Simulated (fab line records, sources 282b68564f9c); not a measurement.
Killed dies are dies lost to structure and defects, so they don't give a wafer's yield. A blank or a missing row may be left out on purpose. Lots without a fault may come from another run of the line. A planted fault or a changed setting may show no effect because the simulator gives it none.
A struck lot beside a sound one | flow rit_cmos | 20 steps out of a route of 202
Sound: wafers L123.3, L123.5, L123.6. Struck: wafers L129.1, L129.3, L129.6. The cause comes at the end.
At each step with rows: each side's tool, then ch and its chambers, then its first start. Under that, the readings that differ: sound wafers | struck wafers | difference of the means | sigmas: that difference in standard deviations of wafers without a fault.
alike: readings whose means differ by less than 2 such deviations, and words and numbers that are the same on both sides. not compared: withheld readings, readings that some wafer has no value for, bounds like >300 that may hide the same value, and numbers for which the record gives no deviation and whose values overlap.
The two part at a step that has a row with sigmas, a row that says differs or no value, or rows on one side only. Numbers that don't overlap but have no deviation are shown without sigmas and don't part them. A reading that every wafer of one side lacks parts them only if that side has two wafers or more.

first, 2 steps without rows for these wafers: RIT_NWELL_HARDBAKE_07 (time 120 s); RIT_NWELL_IMPLANT_08.
RIT_NWELL_STRIP_09: strips in O2, time 180 s.
  sound on plasma_asher-03 ch 0,1, day 4 00:51; struck on plasma_asher-02 ch 1, day 5 06:23
  alike: drypump_motor_current_A, o2_flow_sccm
  not compared: rf_hours_counter_h
RIT_NWELL_TW_MEAS_10:
  sound on film_metro-04, day 4 00:59; struck on film_metro-02, day 5 06:34
  alike: NWELL_TW
then, 6 steps without rows for these wafers: RIT_PWELL_HMDS_00 (prime time 60 s); RIT_PWELL_COAT_01 (resist thk 1300 nm); RIT_PWELL_SOFTBAKE_02 (time 60 s); RIT_PWELL_EXPOSE_03 (exposes mask M3, target cd 43700 nm); RIT_PWELL_PEB_04; RIT_PWELL_DEVELOP_05 (develop time 68 s).
RIT_PWELL_OVL_MEAS_06:
  sound on overlay-02, day 4 02:02; struck on overlay-02, day 5 07:38
  reading        | sound          | struck      | difference | sigmas
  PWELL_OVL (nm) | -1.4 -2.5 -1.8 | 0.4 1.6 1.6 | +3.1       | +2
then, 1 step without rows for these wafers: RIT_PWELL_HARDBAKE_07 (time 120 s).
RIT_PWELL_IMPLANT_08:
  sound on implanter-04 ch 0, day 4 02:22; struck on implanter-04 ch 0, day 5 07:55
  reading            | sound                         | struck                       | difference | sigmas
  dose_ions_cm2      | 6.985e+13 7.003e+13 6.995e+13 | 5.545e+13 5.549e+13 5.54e+13 | -1.450e+13 | -99 or more
  faraday_current_uA | 215 217 218                   | 177 177 173                  | -41        | -9
RIT_PWELL_STRIP_09: strips in O2, time 180 s.
  sound on plasma_asher-04 ch 0,1, day 4 02:31; struck on plasma_asher-01 ch 1, day 5 08:04
  alike: drypump_motor_current_A, o2_flow_sccm
  not compared: rf_hours_counter_h
RIT_PWELL_TW_MEAS_10:
  sound on film_metro-04, day 4 02:39; struck on film_metro-04, day 5 08:14
  reading  | sound       | struck      | difference | sigmas
  PWELL_TW | 958 964 958 | 894 894 893 | -66        | -14
then, 1 step without rows for these wafers: RIT_WELLDRIVE_ANNEAL_00 (time 14700 s).
RIT_WELLDRIVE_RS_MEAS_01: measures by four-point-probe.
  sound on film_metro-04, day 4 08:20; struck on film_metro-04, day 5 14:21
  alike: NWELL_RS
RIT_WELLDRIVE_RS_MEAS_02: measures by four-point-probe.
  sound on film_metro-04, day 4 08:28; struck on film_metro-04, day 5 14:28
  reading           | sound             | struck            | difference | sigmas
  PWELL_RS (ohm/sq) | 429.5 428.7 430.0 | 497.8 495.5 496.0 | +67.0      | +61
then, 1 step without rows for these wafers: RIT_NRETRO_HMDS_00 (prime time 60 s).
RIT_M1_PROBE_99:
  sound on prober-01, day 5 15:18; struck on prober-02, day 6 19:45
  reading                             | sound             | struck            | difference | sigmas
  model.etest.nmos_0p3.r_on_ohm_um    | 2122 2160 2150    | 2072 2113 2100    | -49        |
  model.etest.pwell_pinched.rs_ohm_sq | 456.2 460 456.1   | 529.8 532.1 536.1 | +75.2      |
  model.etest.pwell.rs_ohm_sq         | 423.1 415.8 423.6 | 480.3 484.1 489.4 | +63.8      |
  model.etest.nmos_turned.drive_ua_um | 328.9 326 326.3   | 355.4 350.2 346.4 | +23.6      |
  model.etest.nmos_0p15.drive_ua_um   | 469.4 464.6 459.3 | 486.1 482.7 483.1 | +19.5      |
  model.etest.nmos_narrow.drive_ua_um | 228.9 225.9 217.7 | 249.9 237.2 244.5 | +19.7      |
  model.etest.nmos_0p3.drive_ua_um    | 226.7 224.5 222.4 | 244.2 235.6 241.3 | +15.8      |
  alike: killed_at_contacts, killed_at_front_end, killed_dies, killed_open, killed_short
  not compared: model.etest.nmos_0p15.r_on_ohm_um

WHERE THEY PART
First at RIT_PWELL_OVL_MEAS_06; last, within this record, at RIT_WELLDRIVE_RS_MEAS_02. Later steps at which nothing parts them and some readings are alike: RIT_M1_PROBE_99.

WHY: what the simulator had put in
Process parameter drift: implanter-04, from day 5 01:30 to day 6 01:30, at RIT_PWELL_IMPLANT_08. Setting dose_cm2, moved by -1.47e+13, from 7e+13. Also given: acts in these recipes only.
